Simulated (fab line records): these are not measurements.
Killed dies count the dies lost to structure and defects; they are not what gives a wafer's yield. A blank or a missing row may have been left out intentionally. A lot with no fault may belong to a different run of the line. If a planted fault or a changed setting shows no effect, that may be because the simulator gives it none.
A single fault, viewed from 2 desks	flow rit cmos	numbers are kept per desk, each desk with only its own; the story behind them comes last

== DESK OF THE TOOL OWNER: lpcvd-02 ==
The tool's own readings at RIT_ACTIVE_CVD_03 (deposits Si3N4 from SiH2Cl2/NH3, target thk 150 nm, time 1500 s): means of the sampled wafers that have a number, for each lot that ran on this tool. A lot is out of limits, marked OUT, if its mean lies more than 4 standard deviations from the usual mean; the brackets give that distance.
Columns: A = spike tc centre C at RIT_ACTIVE_CVD_03, usual 812.2 C; B = spike tc load C at RIT_ACTIVE_CVD_03, usual 832.6 C; C = spike tc source C at RIT_ACTIVE_CVD_03, usual 831.4 C; D = susceptor temp C at RIT_ACTIVE_CVD_03, usual 809.9 C
lot	first seen here	A	B	C	D
L360	day 1 12:12	810.8	832.9	834.3	810.1
L361	day 1 17:19	811.5	833.1	833.1	809.9
L363	day 2 03:39	811.3	834.1	832.7	809.7
L369	day 3 09:07	812.3	834.1	834.1	809.9
L370	day 3 15:33	810.7	834.3	833.0	810.0
L374	day 4 12:47	810.9	832.2	833.3	809.8
L377	day 5 02:35	827.7 (+9.7) OUT	848.7 (+9.5) OUT	847.6 (+6.2) OUT	824.9 (+47) OUT
This desk's finding: out of limits on L377; first on L377, day 5 02:35 (spike tc centre C at RIT_ACTIVE_CVD_03). L360, L361, L363, L369, L370, L374 stayed within limits.

== AT THE METROLOGY DESK ==
What the gauges read, lot by lot, whatever tool the lot ran on: means of the sampled wafers that have a number. A lot is out of limits, marked OUT, if its mean lies more than 4 standard deviations from the usual mean; the brackets give that distance.
Columns: A = ACTIVE_NITRIDE_THK at RIT_ACTIVE_THK_MEAS_04, usual 150.2 nm
lot	first seen here	A
L360	day 1 13:38	151.8
L361	day 1 18:44	151.0
L362	day 2 02:27	150.7
L363	day 2 05:04	151.9
L364	day 2 10:41	153.9
L366	day 2 20:41	148.5
L369	day 3 10:33	150.4
L370	day 3 16:58	152.1
L372	day 4 03:02	149.6
L374	day 4 14:12	149.4
L375	day 4 19:19	148.8
L377	day 5 04:01	195.5 (+32) OUT
L382	day 6 05:13	149.0
This desk's result: L377 out of limits, first on L377 (ACTIVE_NITRIDE_THK at RIT_ACTIVE_THK_MEAS_04), day 5 04:01. L360, L361, L362, L363, L364, L366, L369, L370, L372, L374, L375, L382 stayed within limits.

== BROUGHT TOGETHER ==
At day 5 02:35, on L377, the tool owner's desk was in a position to raise an alarm.
Metrology desk: alarm possible at day 5 04:01 on L377.
Of the lots named, all ran RIT_ACTIVE_CVD_03 on lpcvd-02.

== WHAT WAS PUT IN BY THE SIMULATOR ==
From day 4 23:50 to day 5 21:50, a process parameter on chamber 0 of lpcvd-02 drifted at RIT_ACTIVE_CVD_03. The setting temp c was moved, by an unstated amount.
Shown lots that were struck: L377.
Fault start to first reading out of limits, in hours, per desk: tool owner, 3; metrology, 4.
